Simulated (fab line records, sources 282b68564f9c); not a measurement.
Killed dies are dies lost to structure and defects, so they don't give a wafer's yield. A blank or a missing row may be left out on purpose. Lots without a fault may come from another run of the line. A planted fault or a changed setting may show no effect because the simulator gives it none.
Which tool did it? | flow rit_cmos | 14 lots, 42 wafers sampled, at 6 steps of a route of 202

WHAT THE GAUGES READ, wafer by wafer
RIT_FOX2_THK_MEAS_90. Usual: FIELD_OXIDE_LEFT_1_THK 320 nm, standard deviation 6.5.
lot  | measured    | on            | FIELD_OXIDE_LEFT_1_THK (nm) | flag
L479 | day 2 09:10 | film_metro-02 | 329 329 326                 |
L480 | day 2 17:26 | film_metro-01 | 334 334 336                 |
L481 | day 2 21:14 | film_metro-01 | 324 326 324                 |
L482 | day 2 22:46 | film_metro-02 | 322 322 323                 |
L485 | day 3 13:40 | film_metro-02 | 314 308 314                 |
L489 | day 4 08:31 | film_metro-01 | 323 330 331                 |
L490 | day 4 15:52 | film_metro-02 | 319 319 321                 |
L491 | day 4 20:04 | film_metro-03 | 324 325 318                 |
L492 | day 5 01:35 | film_metro-01 | 324 323 324                 |
L495 | day 5 14:41 | film_metro-01 | 314 318 317                 |
L496 | day 5 21:10 | film_metro-02 | 314 314 314                 |
L497 | day 6 01:04 | film_metro-02 | 326 325 320                 |
L499 | day 6 12:10 | film_metro-02 | 317 315 319                 |
L500 | day 6 15:44 | film_metro-01 | 321 319 315                 |

RIT_GATE_OVL_MEAS_17. Usual: GATE_OVL -0.5 nm, standard deviation 1.4.
lot  | measured    | on         | GATE_OVL (nm)  | flag
L479 | day 3 05:10 | overlay-01 | 0.2 -1.9 1.2   |
L480 | day 3 12:21 | overlay-01 | -0.7 -1.3 -2.0 |
L481 | day 3 15:40 | overlay-01 | 0.4 0.7 -0.9   |
L482 | day 3 19:11 | overlay-02 | -1.9 -1.4 -2.2 |
L485 | day 4 07:58 | overlay-02 | -0.2 0.9 2.0   |
L489 | day 5 06:29 | overlay-02 | -0.4 -0.7 -0.1 |
L490 | day 5 09:20 | overlay-01 | 0.8 1.1 0.9    |
L491 | day 5 15:08 | overlay-02 | -1.8 0.9 0.2   |
L492 | day 5 23:04 | overlay-02 | 0.0 -2.0 -0.8  |
L495 | day 6 13:04 | overlay-01 | 0.6 0.1 1.5    |
L496 | day 6 16:01 | overlay-02 | -1.1 0.9 0.3   |
L497 | day 6 20:01 | overlay-02 | -3.5 -2.8 -4.5 |
L499 | day 7 08:09 | overlay-01 | -0.5 -0.8 0.4  |
L500 | day 7 11:13 | overlay-02 | -0.6 -0.9 -0.6 |

RIT_PSD_TW_MEAS_10. Usual: PSD_TW 3409, standard deviation 24.
lot  | measured    | on            | PSD_TW         | flag
L479 | day 3 18:08 | film_metro-01 | 3421 3419 3405 |
L480 | day 4 00:56 | film_metro-03 | 3401 3379 3386 |
L481 | day 4 05:31 | film_metro-01 | 3434 3422 3442 |
L482 | day 4 10:44 | film_metro-01 | 3540 3543 3551 | OFF
L485 | day 4 23:17 | film_metro-03 | 3481 3486 3518 | OFF
L489 | day 5 18:44 | film_metro-03 | 3410 3439 3429 |
L490 | day 5 23:25 | film_metro-01 | 3402 3395 3393 |
L491 | day 6 04:55 | film_metro-04 | 3401 3373 3385 |
L492 | day 6 11:16 | film_metro-01 | 3417 3426 3423 |
L495 | day 7 01:19 | film_metro-03 | 3423 3430 3395 |
L496 | day 7 05:22 | film_metro-04 | 3408 3379 3380 |
L497 | day 7 09:24 | film_metro-03 | 3435 3426 3423 |
L499 | day 7 20:43 | film_metro-03 | 3408 3419 3416 |
L500 | day 8 01:26 | film_metro-01 | 3415 3420 3431 |

RIT_SDANNEAL_RS_MEAS_04: measures by four-point-probe. Usual: PSD_RS 115.9 ohm/sq, standard deviation 0.34.
lot  | measured    | on            | PSD_RS (ohm/sq)   | flag
L479 | day 3 18:38 | film_metro-01 | 116.2 116.4 116.1 |
L480 | day 4 01:27 | film_metro-04 | 115.8 116.0 115.8 |
L481 | day 4 06:01 | film_metro-04 | 116.2 116.0 116.1 |
L482 | day 4 11:13 | film_metro-01 | 108.9 109.0 109.0 | OFF
L485 | day 4 23:59 | film_metro-01 | 109.2 109.2 109.1 | OFF
L489 | day 5 19:14 | film_metro-04 | 116.2 116.4 116.1 |
L490 | day 5 23:56 | film_metro-04 | 116.0 115.6 115.8 |
L491 | day 6 05:27 | film_metro-04 | 115.9 115.9 116.0 |
L492 | day 6 11:46 | film_metro-04 | 115.7 115.7 115.9 |
L495 | day 7 01:49 | film_metro-04 | 116.3 116.0 116.2 |
L496 | day 7 05:52 | film_metro-04 | 115.7 116.8 116.3 |
L497 | day 7 09:55 | film_metro-03 | 115.4 115.5 115.5 |
L499 | day 7 21:13 | film_metro-04 | 115.6 115.4 115.7 |
L500 | day 8 02:00 | film_metro-03 | 115.1 115.5 115.3 |

RIT_M1_CD_MEAS_09: target cd 2600 nm. Usual: cd_nm 2600.5 nm, standard deviation 2.1.
lot  | measured    | on        | cd_nm (nm)           | flag
L479 | day 3 23:29 | cd_sem-01 | 2599.2 2597.9 2598.9 |
L480 | day 4 06:11 | cd_sem-02 | 2602.3 2601.2 2600.9 |
L481 | day 4 10:45 | cd_sem-01 | 2601.7 2602.4 2603.2 |
L482 | day 4 16:03 | cd_sem-02 | 2603.3 2603.6 2603.9 |
L485 | day 5 04:54 | cd_sem-02 | 2603.7 2604.7 2601.3 |
L489 | day 5 23:58 | cd_sem-01 | 2605.2 2602.4 2604.4 |
L490 | day 6 04:55 | cd_sem-02 | 2602.3 2602.2 2603.2 |
L491 | day 6 10:21 | cd_sem-01 | 2598.8 2597.9 2600.2 |
L492 | day 6 16:39 | cd_sem-01 | 2603.3 2600.9 2601.2 |
L495 | day 7 06:33 | cd_sem-02 | 2601.3 2600.7 2598.9 |
L496 | day 7 10:46 | cd_sem-02 | 2595.9 2597.8 2597.2 |
L497 | day 7 14:29 | cd_sem-02 | 2598.7 2601.4 2599.7 |
L499 | day 8 01:59 | cd_sem-02 | 2600.0 2601.9 2598.4 |
L500 | day 8 06:58 | cd_sem-01 | 2602.2 2600.6 2601.6 |

WHICH TOOL RAN EACH LOT (tool, then ch and the chambers of the sampled wafers, then the start)
lot  | RIT_PSD_IMPLANT_08
L479 | implanter-03 ch 0, day 3 17:50
L480 | implanter-02 ch 0, day 4 00:28
L481 | implanter-03 ch 0, day 4 05:13
L482 | implanter-03 ch 0, day 4 10:25
L485 | implanter-03 ch 0, day 4 22:58
L489 | implanter-02 ch 0, day 5 18:26
L490 | implanter-01 ch 0, day 5 23:06
L491 | implanter-02 ch 0, day 6 04:37
L492 | implanter-02 ch 0, day 6 10:58
L495 | implanter-01 ch 0, day 7 01:00
L496 | implanter-02 ch 0, day 7 05:03
L497 | implanter-02 ch 0, day 7 09:05
L499 | implanter-02 ch 0, day 7 20:23
L500 | implanter-03 ch 0, day 8 01:07
- RIT_PSD_IMPLANT_08

WHAT THE TOOLS THEMSELVES READ (means of the sampled wafers that have a number; where no wafer has one, the mark that the record gives instead)
RIT_PSD_IMPLANT_08. Usual: beam_energy_keV 27.000, standard deviation 0.0084; dose_ions_cm2 5e+15, standard deviation 5.4e+12; tilt_deg 6.999 degrees, standard deviation 0.02.
lot  | tool         | beam_energy_keV | dose_ions_cm2 | tilt_deg (degrees) | flag
L479 | implanter-03 | 26.996          | 5e+15         | 7.006              |
L480 | implanter-02 | 27.002          | 5e+15         | 7.008              |
L481 | implanter-03 | 27.009          | 5e+15         | 7.013              |
L482 | implanter-03 | 30.513          | 5e+15         | 6.991              | OFF
L485 | implanter-03 | 30.513          | 5e+15         | 6.984              | OFF
L489 | implanter-02 | 26.995          | 5e+15         | 7.000              |
L490 | implanter-01 | 26.995          | 5e+15         | 7.013              |
L491 | implanter-02 | 27.004          | 5e+15         | 6.998              |
L492 | implanter-02 | 27.001          | 5e+15         | 6.984              |
L495 | implanter-01 | 26.991          | 5e+15         | 6.989              |
L496 | implanter-02 | 27.003          | 5e+15         | 6.997              |
L497 | implanter-02 | 26.992          | 5e+15         | 6.971              |
L499 | implanter-02 | 27.009          | 5e+15         | 6.985              |
L500 | implanter-03 | 27.000          | 5e+15         | 7.026              |

THE ANSWER, worked out from the rows above alone
Rule: a lot is off if the mean of its wafers that have a number lies more than 3 standard deviations from the usual mean. A lot without any number at a reading at which 4 lots or more have one is off too. The other lots that the step has rows for count as sound. The gauges are gone through in route order, then the tools' own readings, and for those a lot's mean is taken as printed above. The first step at which some lot is off is used, and at that step the reading that is off furthest; a lot without a number counts as furthest.
Off: L482, L485, at RIT_PSD_TW_MEAS_10 (PSD_TW).
A tool fits if, at a process step before that reading, it ran every lot that is off, and no sound lot after the first of them. The gauges at RIT_PSD_TW_MEAS_10 aren't tried: what is off there is off at RIT_PSD_IMPLANT_08 too, on other tools, and a gauge's error can't cause that. None of those tried fits.

WHAT THE SIMULATOR HAD PUT IN
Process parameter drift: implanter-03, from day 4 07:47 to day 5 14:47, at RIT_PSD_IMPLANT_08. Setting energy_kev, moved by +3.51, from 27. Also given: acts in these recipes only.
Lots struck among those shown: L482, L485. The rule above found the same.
